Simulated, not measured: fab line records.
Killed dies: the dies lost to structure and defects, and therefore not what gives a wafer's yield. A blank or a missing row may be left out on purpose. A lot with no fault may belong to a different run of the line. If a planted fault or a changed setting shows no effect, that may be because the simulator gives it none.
Split-lot experiment + flow rit cmos + 5 lots, 27 wafers read, on a route of 202 steps

THE SPLIT
At RIT_REOX_OXIDATION_03 (target thk 25.2 nm, ox time 5580 s), the setting ox time s was moved away from the recipe's 5580 s on 18 of the 27 wafers read, by +25.3% to +52.2%. This setting was run at the recipe's value on the other wafers.

No step appears in the file between the split and the reading.

THE READING
REOX_OXIDE_THK in nanometres, read at RIT_REOX_THK_MEAS_04. On this fab line, fault-free wafers typically give 25.2 nm with a standard deviation of 0.53 nm.

| wafer  | tool, chamber at the split | ox time s as run, s | against the recipe | REOX_OXIDE_THK, nm | against lot-mates on the recipe |
|--------|----------------------------|---------------------|--------------------|--------------------|---------------------------------|
| L076.1 | -, -                       | 6989                | +25.3%             | 29.0               | no lot-mate on the recipe       |
| L076.2 | -, -                       | 6989                | +25.3%             | 28.7               | no lot-mate on the recipe       |
| L076.3 | -, -                       | 6989                | +25.3%             | 28.8               | no lot-mate on the recipe       |
| L076.4 | -, -                       | 6989                | +25.3%             | 29.0               | no lot-mate on the recipe       |
| L076.5 | -, -                       | 6989                | +25.3%             | 29.1               | no lot-mate on the recipe       |
| L076.6 | -, -                       | 6989                | +25.3%             | 28.9               | no lot-mate on the recipe       |
| L079.1 | -, -                       | 8493                | +52.2%             | 33.1               | no lot-mate on the recipe       |
| L079.2 | -, -                       | 8493                | +52.2%             | 33.3               | no lot-mate on the recipe       |
| L079.3 | -, -                       | 8493                | +52.2%             | 33.1               | no lot-mate on the recipe       |
| L079.4 | -, -                       | 8493                | +52.2%             | 33.2               | no lot-mate on the recipe       |
| L079.5 | -, -                       | 8493                | +52.2%             | 32.7               | no lot-mate on the recipe       |
| L079.6 | -, -                       | 8493                | +52.2%             | 33.0               | no lot-mate on the recipe       |
| L082.1 | -, -                       | 5580                | recipe             | 25.6               | -                               |
| L082.2 | -, -                       | 5580                | recipe             | 25.6               | -                               |
| L082.3 | -, -                       | 5580                | recipe             | 25.6               | -                               |
| L082.4 | -, -                       | 5580                | recipe             | 25.4               | -                               |
| L082.5 | -, -                       | 5580                | recipe             | 25.7               | -                               |
| L082.6 | -, -                       | 5580                | recipe             | 25.6               | -                               |
| L083.1 | furnace-03, 0              | 5580                | recipe             | 25.6               | -                               |
| L083.3 | furnace-03, 0              | 5580                | recipe             | 25.7               | -                               |
| L083.4 | furnace-03, 0              | 5580                | recipe             | 25.6               | -                               |
| L085.1 | -, -                       | 8164                | +46.3%             | 32.7               | no lot-mate on the recipe       |
| L085.2 | -, -                       | 8164                | +46.3%             | 32.8               | no lot-mate on the recipe       |
| L085.3 | -, -                       | 8164                | +46.3%             | 32.4               | no lot-mate on the recipe       |
| L085.4 | -, -                       | 8164                | +46.3%             | 32.7               | no lot-mate on the recipe       |
| L085.5 | -, -                       | 8164                | +46.3%             | 32.8               | no lot-mate on the recipe       |
| L085.6 | -, -                       | 8164                | +46.3%             | 32.6               | no lot-mate on the recipe       |

FIT RESULTS
A straight line over all 27 wafers: REOX_OXIDE_THK changes by +0.147 nm for each +1% of ox time s; r = +1.00; the points scatter about the line by 0.28 nm.
Too few moved wafers with a lot-mate on the recipe to fit a line net of each lot's own level.

THE WHOLE CHAIN: every reading that the file lists as answering this split, in the file's order
| step                  | what it does                       | reading                                                                           | change (the file's fit)               | r (the file's) |
|-----------------------|------------------------------------|-----------------------------------------------------------------------------------|---------------------------------------|----------------|
| RIT_REOX_OXIDATION_03 | target thk 25.2 nm, ox time 5580 s | SiO2_of_REOX_OXIDATION_03.thk nm (the simulator's own value, which no gauge read) | +0.147 nm for each +1% of the setting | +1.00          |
| RIT_REOX_THK_MEAS_04  |                                    | REOX_OXIDE_THK                                                                    | +0.147 for each +1% of the setting    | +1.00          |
| RIT_SPACER_CLEAN_00   | cleans in SC1, time 600 s          | SiO2_of_REOX_OXIDATION_03.thk nm (the simulator's own value, which no gauge read) | +0.167 nm for each +1% of the setting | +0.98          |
| RIT_M1_PROBE_99       |                                    | etest.nldd.rs ohm sq (the simulator's own value, which no gauge read)             | +5.08 for each +1% of the setting     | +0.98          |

FILE'S OWN FIT
REOX_OXIDE_THK changes by +0.147 nm for each +1% of ox time s, r = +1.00.
